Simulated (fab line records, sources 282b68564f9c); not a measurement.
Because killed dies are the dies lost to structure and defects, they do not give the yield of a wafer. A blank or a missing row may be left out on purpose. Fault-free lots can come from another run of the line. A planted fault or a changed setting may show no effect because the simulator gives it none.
Which tool was responsible? ; flow rit-cmos ; 14 lots, 42 wafers sampled, at 2 steps of a route of 202

## WHAT THE GAUGES SHOWED, per wafer
RIT_NRETRO_TW_MEAS_10.
lot;measured;on;NRETRO_TW
L785;day 2 08:01;film-metro-03;1051 1060 1053
L786;day 2 15:39;film-metro-03;1053 1059 1052
L787;day 2 18:16;film-metro-02;1050 1044 1049
L788;day 2 23:02;film-metro-03;1055 1056 1058
L789;day 3 07:43;film-metro-01;1051 1055 1051
L792;day 3 23:38;film-metro-01;1049 1050 1047
L794;day 4 04:49;film-metro-03;1067 1064 1065
L795;day 4 12:28;film-metro-01;1052 1054 1050
L796;day 4 18:26;film-metro-01;1052 1049 1055
L800;day 5 12:07;film-metro-03;1065 1066 1059
L801;day 5 14:59;film-metro-01;1137 1133 1136
L802;day 5 22:50;film-metro-01;1131 1136 1130
L803;day 6 04:37;film-metro-01;1043 1049 1048
L804;day 6 09:57;film-metro-03;1069 1070 1064

## WHAT TOOL EACH LOT RAN ON (gives the tool, then ch and the chambers of the sampled wafers, and finally the start)
lot;RIT_NRETRO_IMPLANT_08
L785;implanter-03 ch 0, day 2 07:42
L786;implanter-03 ch 0, day 2 15:19
L787;implanter-03 ch 0, day 2 17:57
L788;implanter-03 ch 0, day 2 22:44
L789;implanter-04 ch 0, day 3 07:24
L792;implanter-01 ch 0, day 3 23:19
L794;implanter-04 ch 0, day 4 04:31
L795;implanter-01 ch 0, day 4 12:08
L796;implanter-03 ch 0, day 4 18:08
L800;implanter-04 ch 0, day 5 11:47
L801;implanter-03 ch 0, day 5 14:41
L802;implanter-03 ch 0, day 5 22:32
L803;implanter-04 ch 0, day 6 04:17
L804;implanter-04 ch 0, day 6 09:37
- RIT_NRETRO_IMPLANT_08

## WHAT THE TOOLS THEMSELVES READ (means of the sampled wafers that have a number; where no wafer has one, the mark that the record gives instead)
RIT_NRETRO_IMPLANT_08.
lot;tool;beam-energy-keV
L785;implanter-03;69.997
L786;implanter-03;69.994
L787;implanter-03;69.986
L788;implanter-03;69.961
L789;implanter-04;69.999
L792;implanter-01;69.983
L794;implanter-04;70.002
L795;implanter-01;69.980
L796;implanter-03;70.004
L800;implanter-04;70.023
L801;implanter-03;94.484
L802;implanter-03;94.469
L803;implanter-04;69.986
L804;implanter-04;70.008

## THE ANSWER, worked out from the rows above alone
Rule: the lots themselves supply what counts as usual. Put in order of their means at a reading, lots are off if they are a third of the lots or fewer, leave a main group of 4 or more, and stand apart from it by a gap of 3 or more times the standard deviation of the main group's means; of several such gaps the widest counts. The tables above print the reading to a certain number of digits; a main group whose means all agree to those digits is not used. A lot without any number at a reading at which 4 lots or more have one is off too. The other lots that the step has rows for count as sound. The gauges are gone through in route order, then the tools' own readings, and for those a lot's mean is taken as printed above. The first step at which some lot is off is used, and at that step the reading that is off furthest; a lot without a number counts as furthest.
Off: at RIT_NRETRO_TW_MEAS_10 (NRETRO_TW), L801, L802. Main group: mean 1055, sd 6.6.
A tool fits if, at a process step before that reading, it ran every lot that is off, and no sound lot after the first of them. Not tried: the gauges at RIT_NRETRO_TW_MEAS_10; whatever is off there is also off at RIT_NRETRO_IMPLANT_08, on other tools, and gauge error can't account for it. One fits: RIT_NRETRO_IMPLANT_08 on implanter-03. A fault onset in the window from L796 (day 4 18:08, its last sound lot) to L801 (day 5 14:41, its first lot off) fits.
The tool's own readings at RIT_NRETRO_IMPLANT_08 bear it out: on the lots that are off they differ by more than 5 times the standard deviation of the sound lots' means. beam-energy-keV reads 94.476 there against 69.994 on the sound lots.

## WHAT THE SIMULATOR HAD PUT IN
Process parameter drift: implanter-03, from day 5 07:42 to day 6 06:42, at RIT_NRETRO_IMPLANT_08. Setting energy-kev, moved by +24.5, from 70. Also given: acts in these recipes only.
Shown lots that were struck: L801, L802. The rule above reached the same finding.
